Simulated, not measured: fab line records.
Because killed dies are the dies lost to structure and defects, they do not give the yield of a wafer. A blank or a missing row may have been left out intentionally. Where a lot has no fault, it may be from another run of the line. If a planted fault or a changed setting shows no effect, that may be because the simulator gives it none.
Struck lot and sound lot, side by side + flow rit-cmos + 15 out of 202 route steps
Sound: the wafers L379.2, L379.3, L379.5. Struck: wafers L391.1, L391.2, L391.3. Last of all comes the cause.
Per side, at each step with rows, come the tool, then ch with its chambers, and then its first start. Under that, the readings that differ: sound wafers + struck wafers + difference of the means + sigmas: that difference in standard deviations of wafers without a fault.
alike: readings whose means differ by less than 2 such deviations, and words and numbers that are the same on both sides. not compared: withheld readings, readings that some wafer has no value for, bounds like >300 that may hide the same value, and numbers for which the record gives no deviation and whose values overlap.
The two part at a step that has a row with sigmas, a row that says differs or no value, or rows on one side only. When numbers do not overlap yet have no deviation, they are printed without sigmas and do not part them. A reading that every wafer of one side lacks parts them only if that side has two wafers or more.

first, 5 steps without rows for these wafers: RIT_M1_COAT_04 (resist thk 1300 nm); RIT_M1_SOFTBAKE_05 (time 60 s); RIT_M1_EXPOSE_06 (exposes mask M12, target cd 2600 nm); RIT_M1_PEB_07; RIT_M1_DEVELOP_08 (develop time 68 s).
RIT_M1_CD_MEAS_09: target cd 2600 nm.
  sound: cd-sem-02 at day 3 08:32; struck: cd-sem-01 at day 6 08:50
| reading    | sound                | struck               | difference | sigmas |
|------------|----------------------|----------------------|------------|--------|
| cd-nm (nm) | 2604.2 2601.9 2601.5 | 2596.3 2597.8 2595.4 | -6.0       | -3     |
RIT_M1_OVL_MEAS_10:
  sound: overlay-02 at day 3 08:38; struck: overlay-02 at day 6 08:58
  alike: M1_OVL
then, 1 step without rows for these wafers: RIT_M1_HARDBAKE_11 (time 120 s).
RIT_M1_METAL_ETCH_12: etches Al in Cl2/BCl3, stops on SiO2, time 168.9 s, target depth 600 nm.
  sound on rie-metal-01 ch 0,1, day 3 08:55; struck on rie-metal-01 ch 0,1, day 6 09:26
  alike: drypump-motor-current-A, oes-product-au, throttle-valve-pct
  not compared: rf-hours-counter-h
then, 1 step without rows for these wafers: RIT_M1_STRIP_13 (strips in nmp, time 600 s).
RIT_M1_STRIP_14: strips in O2, time 180 s.
  sound on plasma-asher-02 ch 0, day 3 09:16; struck on plasma-asher-03 ch 0,1, day 6 09:47
  alike: drypump-motor-current-A
  not compared: rf-hours-counter-h
RIT_M1_CD_MEAS_90: target cd 2600 nm.
  sound: cd-sem-02 at day 3 09:27; struck: cd-sem-01 at day 6 09:58
| reading    | sound                | struck               | difference | sigmas |
|------------|----------------------|----------------------|------------|--------|
| cd-nm (nm) | 2604.5 2601.0 2601.4 | 2595.4 2596.7 2594.7 | -6.7       | -2     |
RIT_M1_ANNEAL_15: time 1842 s.
  sound on furnace-02 ch 0, day 3 09:33; struck on furnace-02 ch 0, day 6 10:05
| reading                   | sound                | struck               | difference | sigmas      |
|---------------------------|----------------------|----------------------|------------|-------------|
| spike-tc-centre-C (C)     | 451.4 452.4 450.1    | 390.7 388.3 391.7    | -61.1      | -62         |
| spike-tc-load-C (C)       | 470.7 473.1 471.2    | 409.1 411.2 411.5    | -61.1      | -61         |
| spike-tc-source-C (C)     | 466.0 466.4 466.7    | 406.4 403.9 406.4    | -60.8      | -67         |
| tube-center-temp-C (C)    | 449.97 449.93 450.05 | 390.05 390 390.09    | -59.94     | -99 or more |
| tube_center_temp_C_max    | 451.20 451.17 451.40 | 391.23 391.41 390.97 | -60.05     | -99 or more |
| zone-power-centre-pct (%) | 20.22 20.25 19.71    | 17.26 17.03 17.14    | -2.92      | -13         |
| zone-power-load-pct (%)   | 6.26 6.22 6.29       | 4.96 4.90 5.01       | -1.30      | -20         |
| zone-power-source-pct (%) | 8.20 8.01 8.05       | 6.26 6.39 6.31       | -1.77      | -22         |
RIT_M1_BOW_MEAS_16:
  sound: film-metro-04 at day 3 11:04; struck: film-metro-01 at day 6 11:35
  alike: M1_BOW
RIT_M1_PROBE_99:
  sound: prober-02 at day 3 11:13; struck: prober-02 at day 6 11:43
| reading                                   | sound                | struck             | difference | sigmas |
|-------------------------------------------|----------------------|--------------------|------------|--------|
| model.etest.contact-ppoly.rc-ohm          | 1.409 1.378 1.359    | 2.728 2.681 2.795  | +1.353     |        |
| model.etest.contact-nplus.rc-ohm          | 1.424 1.376 1.412    | 2.759 2.675 2.808  | +1.343     |        |
| model.etest.contact-npoly.rc-ohm          | 1.343 1.375 1.395    | 2.677 2.613 2.586  | +1.254     |        |
| model.etest.contact-pplus.rc-ohm          | 1.354 1.365 1.382    | 2.723 2.585 2.788  | +1.332     |        |
| model.etest.nmos_0p15.junction-log10-a-um | -13.69 -13.57 -13.49 | -13.75 -13.9 -13.8 | -0.23      |        |
  alike: defect-limited-yield, killed-at-contacts, killed-at-front-end, killed-dies, killed-on-rim, killed-open, killed-short, sort_bin_3_pad_short, sort_bin_5_function, sort_bin_6_memory, sort-n-pass, sort-yield-pct

== WHERE THEY PART ==
Last at RIT_M1_ANNEAL_15 as far as this record goes, first at RIT_M1_CD_MEAS_09. Later steps at which nothing parts them and some readings are alike: RIT_M1_BOW_MEAS_16, RIT_M1_PROBE_99.

WHY: the cause the simulator had injected
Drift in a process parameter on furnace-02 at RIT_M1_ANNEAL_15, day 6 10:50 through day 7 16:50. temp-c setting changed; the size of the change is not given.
